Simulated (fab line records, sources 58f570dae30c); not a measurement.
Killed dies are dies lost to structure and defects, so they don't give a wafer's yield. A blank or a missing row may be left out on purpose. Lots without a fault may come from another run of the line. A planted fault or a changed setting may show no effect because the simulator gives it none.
Which tool did it? | flow berkeley_cmos170 | 13 lots, 39 wafers sampled, at 3 steps of a route of 331

WHAT THE GAUGES READ, wafer by wafer
UCB170_SILICIDE_RS_MEAS_02: measures by four-point-probe.
lot  | measured     | on            | SILICIDE_TI_RS (ohm/sq)
L501 | day 7 21:40  | film_metro-03 | 26.4 26.6 26.2
L504 | day 8 07:16  | film_metro-02 | 26.5 26.3 26.2
L503 | day 8 08:10  | film_metro-02 | 26.1 26.0 26.0
L506 | day 8 16:56  | film_metro-02 | 26.1 26.2 26.1
L507 | day 9 02:51  | film_metro-04 | 26.2 26.2 26.5
L508 | day 9 03:49  | film_metro-02 | 25.9 26.1 25.9
L511 | day 9 19:15  | film_metro-04 | 26.6 26.5 26.7
L512 | day 9 20:08  | film_metro-03 | 25.8 26.2 26.0
L513 | day 10 02:02 | film_metro-02 | 26.1 26.3 26.1
L515 | day 10 18:59 | film_metro-02 | 26.1 14.6 26.1
L516 | day 10 19:10 | film_metro-03 | 26.3 26.5 26.2
L524 | day 12 19:11 | film_metro-04 | 26.2 25.8 25.9
L523 | day 12 19:56 | film_metro-03 | 26.4 26.2 26.6

UCB170_SILICIDE_THK_MEAS_03: measures by xrf.
lot  | measured     | on            | SILICIDE_TI_THK (nm)
L501 | day 7 21:47  | film_metro-03 | 30.5 30.1 30.4
L504 | day 8 07:22  | film_metro-02 | 30.1 30.3 30.4
L503 | day 8 08:17  | film_metro-02 | 30.4 30.5 30.7
L506 | day 8 17:04  | film_metro-02 | 30.6 30.3 30.5
L507 | day 9 02:58  | film_metro-04 | 30.3 30.2 29.8
L508 | day 9 03:54  | film_metro-02 | 30.6 30.4 30.6
L511 | day 9 19:22  | film_metro-04 | 29.9 29.9 29.7
L512 | day 9 20:14  | film_metro-03 | 30.8 30.5 30.6
L513 | day 10 02:09 | film_metro-02 | 30.5 30.5 30.6
L515 | day 10 19:06 | film_metro-02 | 30.5 50.4 30.4
L516 | day 10 19:16 | film_metro-03 | 30.5 30.3 30.5
L524 | day 12 19:19 | film_metro-04 | 30.6 31.0 30.5
L523 | day 12 20:02 | film_metro-03 | 30.4 30.6 30.2

WHICH TOOL RAN EACH LOT (tool, then ch and the chambers of the sampled wafers, then the start)
lot  | UCB170_SILICIDE_SPUTTER_01
L501 | pvd_sputter-01, day 7 21:38
L504 | pvd_sputter-02, day 8 07:13
L503 | pvd_sputter-02, day 8 08:08
L506 | pvd_sputter-03, day 8 16:54
L507 | pvd_sputter-01, day 9 02:49
L508 | pvd_sputter-01, day 9 03:43
L511 | pvd_sputter-01, day 9 19:13
L512 | pvd_sputter-03, day 9 20:05
L513 | pvd_sputter-01, day 10 01:59
L515 | pvd_sputter-01, day 10 18:56
L516 | pvd_sputter-02, day 10 19:04
L524 | pvd_sputter-03, day 12 19:10
L523 | pvd_sputter-03, day 12 19:52
- UCB170_SILICIDE_SPUTTER_01: material Ti, target thk 30 nm, time 25 s.

WHAT THE TOOLS THEMSELVES READ (means of the sampled wafers that have a number; where no wafer has one, the mark that the record gives instead)
UCB170_SILICIDE_SPUTTER_01.
lot  | tool           | chamber_pressure_pa (Pa) | throttle_valve_pct (%)
L501 | pvd_sputter-01 | 0.5004                   | 29.5
L504 | pvd_sputter-02 | 0.5019                   | 29.6
L503 | pvd_sputter-02 | 0.5012                   | 30.3
L506 | pvd_sputter-03 | 0.4999                   | 30.9
L507 | pvd_sputter-01 | 0.4999                   | 29.6
L508 | pvd_sputter-01 | 0.4997                   | 28.9
L511 | pvd_sputter-01 | 0.4993                   | 29.4
L512 | pvd_sputter-03 | 0.4997                   | 30.4
L513 | pvd_sputter-01 | 0.4993                   | 28.7
L515 | pvd_sputter-01 | 0.5007                   | 30.1
L516 | pvd_sputter-02 | 0.5001                   | 29.7
L524 | pvd_sputter-03 | 0.5005                   | 30.6
L523 | pvd_sputter-03 | 0.4986                   | 30.1

THE ANSWER, worked out from the rows above alone
Rule: what is usual is taken from the lots themselves. Put in order of their means at a reading, lots are off if they are a third of the lots or fewer, leave a main group of 4 or more, and stand apart from it by a gap of 3 or more times the standard deviation of the main group's means; of several such gaps the widest counts. A main group whose means are all the same, to the digits that the tables above print for the reading, isn't used. A lot without any number at a reading at which 4 lots or more have one is off too. The other lots that the step has rows for count as sound. The gauges are gone through in route order, then the tools' own readings, and for those a lot's mean is taken as printed above. The first step at which some lot is off is used, and at that step the reading that is off furthest; a lot without a number counts as furthest.
Off: L515, at UCB170_SILICIDE_RS_MEAS_02 (SILICIDE_TI_RS). The main group: mean 26.2 ohm/sq, standard deviation 0.2.
A tool fits if, at a process step before that reading, it ran every lot that is off, and no sound lot after the first of them. The gauges at UCB170_SILICIDE_RS_MEAS_02 are tried like those tools. Can't be told from this: 2 tools fit, pvd_sputter-01 at UCB170_SILICIDE_SPUTTER_01, film_metro-02 at UCB170_SILICIDE_RS_MEAS_02.

WHAT THE SIMULATOR HAD PUT IN
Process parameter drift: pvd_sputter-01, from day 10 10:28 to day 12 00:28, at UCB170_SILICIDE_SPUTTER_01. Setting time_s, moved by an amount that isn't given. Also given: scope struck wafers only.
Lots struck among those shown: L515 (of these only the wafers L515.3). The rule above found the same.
